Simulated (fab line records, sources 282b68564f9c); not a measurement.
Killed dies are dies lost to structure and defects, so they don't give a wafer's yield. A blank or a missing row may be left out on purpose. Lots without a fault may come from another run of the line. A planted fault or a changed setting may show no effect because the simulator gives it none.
Which tool did it? | flow rit_cmos | 7 lots, 21 wafers sampled, at 2 steps of a route of 202

WHAT THE GAUGES READ, wafer by wafer
RIT_SDANNEAL_RS_MEAS_04: measures by four-point-probe.
lot  | measured    | on            | PSD_RS (ohm/sq)
L310 | day 3 18:38 | film_metro-01 | 116.2 116.4 116.1
L311 | day 4 01:27 | film_metro-04 | 115.8 116.0 115.8
L313 | day 4 11:13 | film_metro-01 | 116.0 116.2 116.1
L318 | day 5 08:20 | film_metro-04 | 115.6 115.6 115.8
L319 | day 5 14:05 | film_metro-03 | 110.5 110.1 110.3
L328 | day 7 09:55 | film_metro-03 | 115.4 115.5 115.5
L331 | day 8 02:00 | film_metro-03 | 115.1 115.5 115.3

WHICH TOOL RAN EACH LOT (tool, then ch and the chambers of the sampled wafers, then the start)
lot  | RIT_PSD_IMPLANT_08
L310 | implanter-03 ch 0, day 3 17:50
L311 | implanter-02 ch 0, day 4 00:28
L313 | implanter-03 ch 0, day 4 10:25
L318 | implanter-01 ch 0, day 5 07:32
L319 | implanter-01 ch 0, day 5 13:13
L328 | implanter-02 ch 0, day 7 09:05
L331 | implanter-03 ch 0, day 8 01:07
- RIT_PSD_IMPLANT_08

THE ANSWER, worked out from the rows above alone
Rule: what is usual is taken from the lots themselves. Put in order of their means at a reading, lots are off if they are a third of the lots or fewer, leave a main group of 4 or more, and stand apart from it by a gap of 3 or more times the standard deviation of the main group's means; of several such gaps the widest counts. A main group whose means are all the same, to the digits that the tables above print for the reading, isn't used. A lot without any number at a reading at which 4 lots or more have one is off too. The other lots that the step has rows for count as sound.
Off: L319, at RIT_SDANNEAL_RS_MEAS_04 (PSD_RS). The main group: mean 115.8 ohm/sq, standard deviation 0.33.
A tool fits if, at a process step before that reading, it ran every lot that is off, and no sound lot after the first of them. The gauges at RIT_SDANNEAL_RS_MEAS_04 are tried like those tools. One fits: implanter-01 at RIT_PSD_IMPLANT_08. Its last sound lot is L318 (day 5 07:32), its first lot that is off L319 (day 5 13:13): a fault that began between those two fits.

WHAT THE SIMULATOR HAD PUT IN
Process parameter drift: implanter-01, from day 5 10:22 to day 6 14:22, at RIT_PSD_IMPLANT_08. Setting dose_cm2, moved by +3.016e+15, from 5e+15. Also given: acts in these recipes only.
Lots struck among those shown: L319. The rule above found the same.
